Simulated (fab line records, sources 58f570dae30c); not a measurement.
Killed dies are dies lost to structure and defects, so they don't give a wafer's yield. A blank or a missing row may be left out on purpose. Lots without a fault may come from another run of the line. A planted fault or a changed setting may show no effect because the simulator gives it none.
One fault seen from 2 desks | flow berkeley_cmos170 | each desk has only its own numbers; what lay behind them comes last

THE METROLOGY DESK
What the gauges read, lot by lot, whatever tool the lot ran on: means of the sampled wafers that have a number. A lot is out of limits, marked OUT, if its mean lies more than 4 standard deviations from the usual mean; the brackets give that distance.
Columns: A = PLDD_TW at UCB170_PLDD_TW_MEAS_11, usual 1006; B = NSD_TW at UCB170_NSD_TW_MEAS_10, usual 4176
lot  | first seen here | A    | B
L286 | day 6 07:59     | 1002 | 4168
L287 | day 6 08:27     | 1001 | 4164
L289 | day 6 17:53     | 999  | 4196
L290 | day 7 02:04     | 1010 | 4167
L293 | day 7 09:17     | 998  | 30 (-99 or more) OUT
L299 | day 9 04:27     | 1004 | 4219
L301 | day 9 09:00     | 999  | 4201
L303 | day 9 17:58     | 1011 | 4169
L302 | day 9 18:12     | 1003 | 4157
L305 | day 9 22:43     | 1013 | 4189
L304 | day 9 22:53     | 997  | 4147
L308 | day 10 14:04    | 1004 | 4208
L309 | day 10 20:35    | 1011 | 4145
This desk's finding: out of limits on L293; first on L293, day 7 20:34 (NSD_TW at UCB170_NSD_TW_MEAS_10). In limits: L286, L287, L289, L290, L299, L301, L303, L302, L305, L304, L308, L309.

THE TOOL OWNER'S DESK: plasma_asher-02
The tool's own readings at UCB170_PSD_STRIP_09 (strips in O2): means of the sampled wafers that have a number, for each lot that ran on this tool. A lot is out of limits, marked OUT, if its mean lies more than 4 standard deviations from the usual mean; the brackets give that distance.
Columns: A = drypump_motor_current_A at UCB170_PSD_STRIP_09, usual 5.82 A; B = oes_product_au at UCB170_PSD_STRIP_09, usual 0.600 a.u.; C = strip_time_to_endpoint_s at UCB170_PSD_STRIP_09, usual 29.42 s
lot  | first seen here | A    | B               | C
L289 | day 7 01:16     | 5.68 | 0.603           | 29.40
L290 | day 7 11:49     | 5.68 | 0.595           | 29.44
L293 | day 7 17:17     | 5.73 | 0.443 (-31) OUT | -
L303 | day 10 01:40    | 5.67 | 0.602           | 29.56
L304 | day 10 07:05    | 5.74 | 0.600           | 29.49
This desk's finding: out of limits on L293; first on L293, day 7 17:17 (oes_product_au at UCB170_PSD_STRIP_09). In limits: L289, L290, L303, L304.

PUT TOGETHER
The tool owner's desk could have raised an alarm at day 7 17:17, on L293.
The metrology desk could have raised an alarm at day 7 20:34, on L293.
Of the lots named, all ran UCB170_PSD_STRIP_09 on plasma_asher-02.

WHAT THE SIMULATOR HAD PUT IN
Strip aborted: plasma_asher-02, from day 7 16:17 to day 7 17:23, at UCB170_PSD_STRIP_09. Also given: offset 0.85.
Lots struck among those shown: L293.
Hours from the fault's start to each desk's first reading out of limits: the tool owner's desk, 1; the metrology desk, 4.
